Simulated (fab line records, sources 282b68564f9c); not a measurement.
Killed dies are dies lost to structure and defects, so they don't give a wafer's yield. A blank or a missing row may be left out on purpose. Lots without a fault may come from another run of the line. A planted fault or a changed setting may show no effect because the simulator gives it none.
fab line records | flow rit_cmos
record lots=6 wafers=18 last_day=7
route steps=202 shown CONTACT@180 M1@184
lots that met no fault: from a run of the same line without faults
start_h: hours from the record's first day to the start of the lot's first wafer shown | wait_h: hours since the lot's step before | " the same as in the row above | L1.1+2: a row that stands for several wafers | - no value, or no start given | * or withheld: withheld | < > ~ a bound
route shown NAME@n: a module of which the file shows steps, and the number in the route of the first | usual: mean/standard deviation of fault-free wafers | same: alike in all rows | chamber/n: place in a boat | sites: the reading at each site | _std_site: their standard deviation | _edge_site: outer sites' mean less inner sites' | radius_mm: how far each site lies from the wafer's centre | mask NAME#n: copy n | behind: the tool/chamber that last shaped the wafer | hold: why the lot was held/for how many hours/how that ended | device: the transistor (n, p or np) that didn't switch | end of line: the same wafers' tests at the end of the route | a step without rows: its recipe alone | killed: dies lost to structure and defects at the first sort, not the wafer's yield | map: a wafer's dies, x killed, . not, _ none there
set.NAME: the setting as run; set.NAME@STEP: as run at that earlier step | model.NAME: the simulator's own value behind a step, which no gauge read
lots at some steps of the route; a table a step, a row a wafer
services: from which hour (start_h, from the record's first day; less than 0 if before it) a tool's chamber was out of use, for how many hours, and why
## steps
# step RIT_CONTACT_STRIP_12
# recipe chemistry=O2 time_s=180 resist=NOVOLAK platen_temp_c=withheld power_w=500 pressure_mtorr=4000 o2_flow_sccm=4000
# usual drypump_motor_current_A=5.94/0.28
# columns lot.wafer tool chamber start_h wait_h drypump_motor_current_A rf_hours_counter_h
L905.1 plasma_asher-01 0 99.68 0.1 5.64 47
L905.4 " 0 " " 5.66 -
L905.5 " 1 " " 5.66 -
L906.3 plasma_asher-02 0 106.91 0.2 6.04 -
L906.4 " 1 " " 5.69 -
L906.5 " 0 " " 6.03 -
L908.3 plasma_asher-04 1 114.80 0.2 6.43 -
L908.4 " 0 " " 6.05 -
L908.6 " 1 " " 6.38 -
L911.1 plasma_asher-04 1 137.76 0.1 6.41 47
L911.5 " 1 " " 6.37 -
L911.6 " 0 " " 6.07 -
L916.2 plasma_asher-04 1 161.67 0.1 6.38 50
L916.3 " 1 " " 6.37 -
L916.6 " 1 " " 6.37 -
L919.3 plasma_asher-04 0 174.27 0.2 6.06 -
L919.4 " 1 " " 6.41 -
L919.5 " 1 " " 6.37 -
# step RIT_CONTACT_CD_MEAS_90
# recipe target_cd_nm=1000
# usual cd_nm=1000.4/2.5
# columns lot.wafer tool chamber start_h wait_h cd_nm
L905.1 cd_sem-02 - 99.86 0.1 998.1
L905.4 " - " " 1000.0
L905.5 " - " " 998.5
L906.3 cd_sem-01 - 107.06 0.1 997.4
L906.4 " - " " 998.0
L906.5 " - " " 995.7
L908.3 cd_sem-01 - 114.96 0.1 1001.3
L908.4 " - " " 999.8
L908.6 " - " " 1001.3
L911.1 cd_sem-01 - 137.93 0.1 1001.8
L911.5 " - " " 1002.3
L911.6 " - " " 1001.1
L916.2 cd_sem-01 - 161.86 0.1 1002.3
L916.3 " - " " 1001.8
L916.6 " - " " 1002.5
L919.3 cd_sem-01 - 174.43 0.1 999.0
L919.4 " - " " 997.0
L919.5 " - " " 1000.1
# step RIT_CONTACT_CLEAN_13
# recipe chemistry=SC1 mix=3:3:50 time_s=600 temp_c=75
# step RIT_CONTACT_CLEAN_14
# recipe chemistry=SC2 mix=3:3:50 time_s=600 temp_c=75 dry=n2_spin
# step RIT_M1_SPUTTER_00
# recipe material=Al target_thk_nm=400 power_w=2000 chamber_pressure_pa=0.4 gas=Ar time_s=500 substrate_temp_c=25
# usual chamber_pressure_pa=0.4000/0.00088 throttle_valve_pct=29.7/0.97
# columns lot.wafer tool chamber start_h wait_h chamber_pressure_pa throttle_valve_pct
L905.1 pvd_sputter-03 - 100.68 0.0 0.3997 28.4
L905.4 " - " " 0.4001 29.2
L905.5 " - " " 0.3997 29.2
L906.3 pvd_sputter-01 - 107.49 0.0 0.4000 29.8
L906.4 " - " " 0.3999 29.2
L906.5 " - " " 0.4017 30.8
L908.3 pvd_sputter-01 - 115.40 0.0 0.3996 30.3
L908.4 " - " " 0.3999 30.7
L908.6 " - " " 0.4000 29.7
L911.1 pvd_sputter-01 - 138.40 0.0 0.4006 29.2
L911.5 " - " " 0.4006 29.5
L911.6 " - " " 0.3986 31.0
L916.2 pvd_sputter-03 - 162.33 0.0 0.3994 29.0
L916.3 " - " " 0.4009 28.4
L916.6 " - " " 0.3989 28.2
L919.3 pvd_sputter-02 - 174.88 0.0 0.4006 29.8
L919.4 " - " " 0.4006 30.8
L919.5 " - " " 0.4011 28.3
# step RIT_M1_RS_MEAS_01
# recipe thk_meas_gauge=four-point-probe reads=Al_of_M1_SPUTTER_00
# usual M1_AL_RS=0.0735/0.00072
# columns lot.wafer tool chamber start_h wait_h M1_AL_RS[ohm/sq]
L905.1 film_metro-01 - 100.97 0.1 0.0738
L905.4 " - " " 0.0728
L905.5 " - " " 0.0724
L906.3 film_metro-02 - 107.83 0.2 0.0742
L906.4 " - " " 0.0741
L906.5 " - " " 0.0743
L908.3 film_metro-02 - 115.74 0.2 0.0718
L908.4 " - " " 0.0730
L908.6 " - " " 0.0729
L911.1 film_metro-04 - 138.70 0.1 0.0731
L911.5 " - " " 0.0735
L911.6 " - " " 0.0724
L916.2 film_metro-02 - 162.64 0.2 0.0735
L916.3 " - " " 0.0737
L916.6 " - " " 0.0747
L919.3 film_metro-02 - 175.21 0.2 0.0732
L919.4 " - " " 0.0729
L919.5 " - " " 0.0715
# step RIT_M1_THK_MEAS_02
# recipe thk_meas_gauge=xrf reads=Al_of_M1_SPUTTER_00
# usual M1_AL_THK=398/4.2
# columns lot.wafer tool chamber start_h wait_h M1_AL_THK[nm]
L905.1 film_metro-01 - 101.09 0.1 396
L905.4 " - " " 404
L905.5 " - " " 406
L906.3 film_metro-02 - 107.93 0.1 396
L906.4 " - " " 395
L906.5 " - " " 393
L908.3 film_metro-02 - 115.84 0.1 409
L908.4 " - " " 400
L908.6 " - " " 403
L911.1 film_metro-04 - 138.82 0.1 401
L911.5 " - " " 398
L911.6 " - " " 406
L916.2 film_metro-02 - 162.75 0.1 397
L916.3 " - " " 396
L916.6 " - " " 394
L919.3 film_metro-02 - 175.31 0.1 397
L919.4 " - " " 401
L919.5 " - " " 409
# step RIT_M1_HMDS_03
# recipe prime_time_s=60 prime_temp_c=140
# step RIT_M1_COAT_04
# recipe resist=NOVOLAK spin_rpm=2000 resist_thk_nm=1300
# step RIT_M1_SOFTBAKE_05
# recipe resist=NOVOLAK temp_c=90 time_s=60
# step RIT_M1_EXPOSE_06
# recipe mask_id=M12 na=0.6 source_shape=conventional sigma_outer=0.5 target_cd_nm=2600 dose_mj=246.6
# step RIT_M1_PEB_07
# recipe resist=NOVOLAK temp_c=withheld time_s=withheld
# step RIT_M1_DEVELOP_08
# recipe resist=NOVOLAK develop_time_s=68 dev_temp_c=23
# usual developer_temp_C=22.98/0.11
# columns lot.wafer tool chamber start_h wait_h developer_temp_C
L905.1 litho_track-04 0 102 - 22.90
L905.4 " 0 " " 22.91
L905.5 " 0 " " 22.91
L906.3 litho_track-02 0 108 - 22.86
L906.4 " 0 " " 22.97
L906.5 " 0 " " 22.81
L908.3 litho_track-02 0 116 - 22.75
L908.4 " 0 " " 22.83
L908.6 " 0 " " 23.01
L911.1 litho_track-02 0 139 - 22.86
L911.5 " 0 " " 23.05
L911.6 " 0 " " 22.79
L916.2 litho_track-04 0 163 - 23.02
L916.3 " 0 " " 22.91
L916.6 " 0 " " 22.80
L919.3 litho_track-01 0 176 - 23.07
L919.4 " 0 " " 22.94
L919.5 " 0 " " 22.90
# step RIT_M1_CD_MEAS_09
# recipe target_cd_nm=2600
# usual cd_nm=2599.7/2.6
# columns lot.wafer tool chamber start_h wait_h cd_nm
L905.1 cd_sem-02 - 102.26 - 2601.4
L905.4 " - " " 2601.0
L905.5 " - " " 2600.7
L906.3 cd_sem-02 - 108.89 - 2600.3
L906.4 " - " " 2602.9
L906.5 " - " " 2601.0
L908.3 cd_sem-02 - 116.80 - -
L908.4 " - " " -
L908.6 " - " " -
L911.1 cd_sem-02 - 140.01 - -
L911.5 " - " " -
L911.6 " - " " -
L916.2 cd_sem-01 - 163.70 - 2597.3
L916.3 " - " " 2597.5
L916.6 " - " " 2598.1
L919.3 cd_sem-01 - 176.31 - 2598.7
L919.4 " - " " 2600.3
L919.5 " - " " 2602.6
# step RIT_M1_OVL_MEAS_10
# usual M1_OVL=0.4/1.3
# columns lot.wafer tool chamber start_h wait_h M1_OVL[nm]
L905.1 overlay-02 - 102.38 0.1 0.7
L905.4 " - " " 0.6
L905.5 " - " " 0.9
L906.3 overlay-01 - 108.98 0.1 -1.0
L906.4 " - " " 1.6
L906.5 " - " " 0.0
L908.3 overlay-02 - 116.89 0.1 -
L908.4 " - " " -
L908.6 " - " " -
L911.1 overlay-02 - 140.13 0.1 -
L911.5 " - " " -
L911.6 " - " " -
L916.2 overlay-01 - 163.81 0.1 1.3
L916.3 " - " " -0.7
L916.6 " - " " -1.4
L919.3 overlay-02 - 176.40 0.1 1.4
L919.4 " - " " -0.9
L919.5 " - " " 2.0
# step RIT_M1_HARDBAKE_11
# recipe resist=NOVOLAK temp_c=140 time_s=120
# step RIT_M1_PROBE_99
# usual defect_limited_yield=97.5/1.1 killed_at_M0_to_M3=0.0/0.12 killed_at_contacts=0.0/0.2 killed_at_front_end=6.6/2.8 killed_dies=6.6/2.8 killed_on_rim=1.8/1.2 killed_open=3.3/1.9 killed_short=3.2/1.8 sort_bin_3_pad_short=0.1/0.2 sort_bin_5_function=1.4/0.83 sort_bin_6_memory=0.9/0.55 sort_n_pass=257.4/2.8 sort_yield_pct=97.5/1.1
# same gross_dies=264 killed_at_M4_up=0 killed_at_back_side=0 killed_at_other=0
# columns lot.wafer tool chamber start_h wait_h hold defect_limited_yield[%] killed_at_M0_to_M3 killed_at_contacts killed_at_front_end killed_dies killed_on_rim killed_open killed_short sort_bin_3_pad_short[%] sort_bin_5_function[%] sort_bin_6_memory[%] sort_n_pass sort_yield_pct[%]
L905.1 prober-01 - 105.01 0.1 - 98.1 0 0 5 5 1 3 2 0 1.5 0.4 259.0 98.1
L905.4 prober-01 - 105.16 0.2 - 97.3 0 0 7 7 2 6 1 0 1.1 1.5 257.0 97.3
L905.5 prober-01 - 105.21 0.2 - 95.8 0 0 11 11 3 8 3 0.4 1.5 2.3 253.0 95.8
L906.3 prober-02 - 111.61 0.2 - 98.9 0 0 3 3 1 2 1 0 0.4 0.8 261.0 98.9
L906.4 prober-02 - 111.66 0.2 - 98.5 0 0 4 4 2 2 2 0 1.1 0.4 260.0 98.5
L906.5 prober-02 - 111.71 0.2 - 97.0 0 0 8 8 0 5 3 0 2.3 0.8 256.0 97.0
L908.3 prober-02 - 119.52 0.2 await_dispo/2.4h/scrap 0 257 0 7 264 70 2 5 0 98.9 1.1 0 0
L908.4 prober-02 - 119.57 0.2 await_dispo/2.4h/scrap 0 250 0 14 264 70 8 6 0.8 97.7 1.5 0 0
L908.6 prober-02 - 119.67 0.2 await_dispo/2.4h/scrap 0 253 1 10 264 70 3 8 0 98.5 1.5 0 0
L916.2 prober-02 - 167.69 0.1 - 99.2 0 0 2 2 0 1 1 0.4 0 0.4 262.0 99.2
L916.3 prober-02 - 167.74 0.2 - 98.5 0 0 4 4 1 3 1 0 0.8 0.8 260.0 98.5
L916.6 prober-02 - 167.89 0.2 - 97.3 0 0 7 7 1 3 4 0 1.1 1.5 257.0 97.3
L919.3 prober-01 - 179.04 0.2 - 97.0 0 0 8 8 1 3 5 0 1.9 1.1 256.0 97.0
L919.4 prober-01 - 179.09 0.2 - 97.0 0 0 8 8 2 5 3 0 1.1 1.9 256.0 97.0
L919.5 prober-01 - 179.14 0.2 - 98.1 0 0 5 5 2 2 3 0 0.8 1.1 259.0 98.1
# killed by level:class
L905.1 GATE:geometric_particle:open=2 FOX2:geometric_particle:short=1 GATE:geometric_particle:short=1 SILICIDE:geometric_particle:open=1
L905.4 SPACER:geometric_particle:open=2 GATE:geometric_particle:open=2 FOX1:geometric_particle:open=1 GATE:geometric_particle:short=1 REOX:geometric_particle:open=1
L905.5 GATE:geometric_particle:open=5 FOX2:geometric_particle:open=3 FOX2:geometric_particle:short=2 GATE:geometric_particle:short=1
L906.3 FOX1:geometric_particle:open=1 GATE:geometric_particle:open=1 GATE:geometric_particle:short=1
L906.4 FOX1:geometric_particle:open=2 GATE:geometric_particle:short=1 SPACER:geometric_particle:short=1
L906.5 REOX:geometric_particle:open=2 SILICIDE:geometric_particle:short=2 SILICIDE:geometric_particle:open=2 FOX1:geometric_particle:short=1 GATE:geometric_particle:open=1
L908.3 M1:area_develop=257 FOX2:geometric_particle:short=2 REOX:geometric_particle:short=2 FOX2:geometric_particle:open=1 GATE:geometric_particle:open=1 GATE:geometric_particle:short=1
L908.4 M1:area_develop=250 GATE:geometric_particle:short=3 GATE:geometric_particle:open=3 FOX2:geometric_particle:short=2 FOX2:geometric_particle:open=2 FOX1:geometric_particle:open=1 REOX:geometric_particle:open=1 SPACER:geometric_particle:open=1
L908.6 M1:area_develop=253 FOX2:geometric_particle:short=4 FOX1:geometric_particle:short=1 GATE:geometric_particle:short=1 GATE:geometric_particle:open=1 SPACER:geometric_particle:open=1 SILICIDE:geometric_particle:open=1 SILICIDE:geometric_particle:short=1
L916.2 FOX2:geometric_particle:short=1 SILICIDE:geometric_particle:open=1
L916.3 GATE:geometric_particle:open=3 FOX1:geometric_particle:short=1
L916.6 GATE:geometric_particle:short=2 REOX:geometric_particle:open=2 REOX:geometric_particle:short=1 SILICIDE:geometric_particle:open=1 SILICIDE:geometric_particle:short=1
L919.3 FOX1:geometric_particle:short=2 SPACER:geometric_particle:open=2 SILICIDE:geometric_particle:short=2 GATE:geometric_particle:open=1 SPACER:geometric_particle:short=1
L919.4 FOX2:geometric_particle:open=2 GATE:geometric_particle:open=2 FOX1:geometric_particle:short=1 FOX2:geometric_particle:short=1 SPACER:geometric_particle:open=1 SPACER:geometric_particle:short=1
L919.5 SPACER:geometric_particle:short=2 FOX2:geometric_particle:open=1 GATE:geometric_particle:short=1 SILICIDE:geometric_particle:open=1
# map L908.3 (x killed, . not)
________xxxxxxx_______
_____xxxxxxxxxxxxx____
____xxxxxxxxxxxxxxx___
___xxxxxxxxxxxxxxxxx__
__xxxxxxxxxxxxxxxxxxx_
__xxxxxxxxxxxxxxxxxxx_
_xxxxxxxxxxxxxxxxxxxxx
_xxxxxxxxxxxxxxxxxxxxx
_xxxxxxxxxxxxxxxxxxxxx
_xxxxxxxxxxxxxxxxxxxxx
__xxxxxxxxxxxxxxxxxxx_
__xxxxxxxxxxxxxxxxxxx_
___xxxxxxxxxxxxxxxxx__
____xxxxxxxxxxxxxxx___
_____xxxxxxxxxxxxx____
________xxxxxxx_______
# map L906.5 (x killed, . not)
________......._______
_____.............____
____...............___
___.....x...........__
__..................._
__..................._
_....x..x.............
_.....................
_......x..............
_.....................
__................x.._
__...x..............._
___....x............__
____........x......___
_____.............____
________......._______
## services
# columns tool chamber start_h hours kind
pvd_sputter-03 - 75.93 2.6 repair
plasma_asher-02 - 77.79 6.2 repair
plasma_asher-01 - 105.85 1.3 repair
plasma_asher-01 - 108.39 19.9 repair
plasma_asher-02 - 108.75 9.0 pm
plasma_asher-02 0 108.75 9.0 vent_cycle
plasma_asher-02 1 108.75 9.0 vent_cycle
pvd_sputter-02 - 114.54 4.7 repair
plasma_asher-02 0 117.75 - clean
plasma_asher-02 1 117.75 - clean
## key
first_sign step=RIT_M1_CD_MEAS_09 reading=cd_nm direction=missing
effect step=RIT_M1_OVL_MEAS_10 reading=M1_OVL direction=missing
effect step=RIT_M1_PROBE_99 reading=killed_at_M0_to_M3 direction=up sigmas=99+ usual=0.0 struck=253.3
more_kills_born_at RIT_M1_DEVELOP_08@litho_track-02=760
met_at RIT_M1_DEVELOP_08
struck_wafers L908.3,L908.4,L908.6,L911.1,L911.5,L911.6
rows_end L911.1,L911.5,L911.6
later_rows_left_out L908.3,L908.4,L908.6
onset_between 108 116
also_fits RIT_M1_SPUTTER_00:pvd_sputter-01
fault kind=process_parameter_drift tool=litho_track-02 chamber=- onset_h=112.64 steps=RIT_M1_DEVELOP_08 channel=develop_time_s offset=* shape=step end_h=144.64 acts_in=* stated=*
# later_rows_left_out: the simulator's readings of these wafers behind a module that went badly wrong aren't trusted and aren't shown, but for the sort
# rows_end: these wafers met a further fault down the route, and their rows from its step on are left out
